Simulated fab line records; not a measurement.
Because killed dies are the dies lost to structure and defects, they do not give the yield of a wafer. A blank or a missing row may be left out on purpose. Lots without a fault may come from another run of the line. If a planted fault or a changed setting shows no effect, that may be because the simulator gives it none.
A lot that was struck, set against a sound lot ; flow ritCmos ; 15 steps out of a route of 202
Sound: these wafers, L783.4, L783.5, L783.6. Wafers L792.1, L792.4, L792.5 were the ones struck. The cause is given at the end.
Each step with rows lists, per side, the tool, then ch with its chambers, then its first start. Under that, the readings that differ: sound wafers ; struck wafers ; difference of the means ; sigmas: that difference in standard deviations of wafers without a fault.
alike: words and numbers the same on both sides, and readings whose means are apart by under 2 such deviations; not compared: readings that were withheld, readings missing a value for some wafer, numbers with overlapping values and no deviation given by the record, and bounds like >300 which may hide the same value.
The two part at a step that has a row with sigmas, a row that says differs or no value, or rows on one side only. Non-overlapping numbers with no deviation appear without sigmas and do not part them. Lack of a reading on every wafer of one side parts them only where that side has two or more wafers.

first, 2 steps without rows for these wafers: RIT_NSD_HARDBAKE_07 (time 60 s); RIT_NSD_IMPLANT_08.
RIT_NSD_STRIP_09: strips in O2, time 180 s.
  sound on plasmaAsher-03 ch 0,1, day 4 02:34; struck on plasmaAsher-02 ch 0,1, day 6 00:43
  alike: drypumpMotorCurrentA
  not compared: rfHoursCounterH
RIT_NSD_TW_MEAS_10:
  sound on filmMetro-01 at day 4 02:43; struck on filmMetro-01 at day 6 00:53
  alike: NSD_TW
then, 6 steps without rows for these wafers: RIT_PSD_HMDS_00 (prime time 60 s); RIT_PSD_COAT_01 (resist thk 1000 nm); RIT_PSD_SOFTBAKE_02 (time 60 s); RIT_PSD_EXPOSE_03 (exposes mask M10, target cd 40900 nm); RIT_PSD_PEB_04; RIT_PSD_DEVELOP_05 (develop time 50 s).
RIT_PSD_OVL_MEAS_06:
  sound on overlay-02 at day 4 03:37; struck on overlay-02 at day 6 01:56
  alike: PSD_OVL
then, 1 step without rows for these wafers: RIT_PSD_HARDBAKE_07 (time 60 s).
RIT_PSD_IMPLANT_08:
  sound on implanter-02 ch 0, day 4 03:51; struck on implanter-02 ch 0, day 6 02:07
reading;sound;struck;difference;sigmas
tiltDeg (degrees);7.020 7.031 7.027;6.568 6.522 6.557;-0.477;-24
RIT_PSD_STRIP_09: strips in O2, time 180 s.
  sound on plasmaAsher-04 ch 0,1, day 4 03:59; struck on plasmaAsher-04 ch 0,1, day 6 02:16
  alike: drypumpMotorCurrentA
  not compared: rfHoursCounterH
RIT_M1_PROBE_99:
  sound on prober-01 at day 4 12:14; struck on prober-02 at day 6 10:39
  alike: killedAtFrontEnd, killedDies, killedOnRim, killedOpen, killedShort

WHERE THEY PART
At RIT_PSD_IMPLANT_08 and nowhere else, as far as this record goes. Later steps at which nothing parts them and some readings are alike: RIT_PSD_STRIP_09, RIT_M1_PROBE_99.

WHY: what the simulator had put in
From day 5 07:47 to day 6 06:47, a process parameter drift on implanter-02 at RIT_PSD_IMPLANT_08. The setting tiltDeg was moved by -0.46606, starting from 7. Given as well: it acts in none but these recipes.
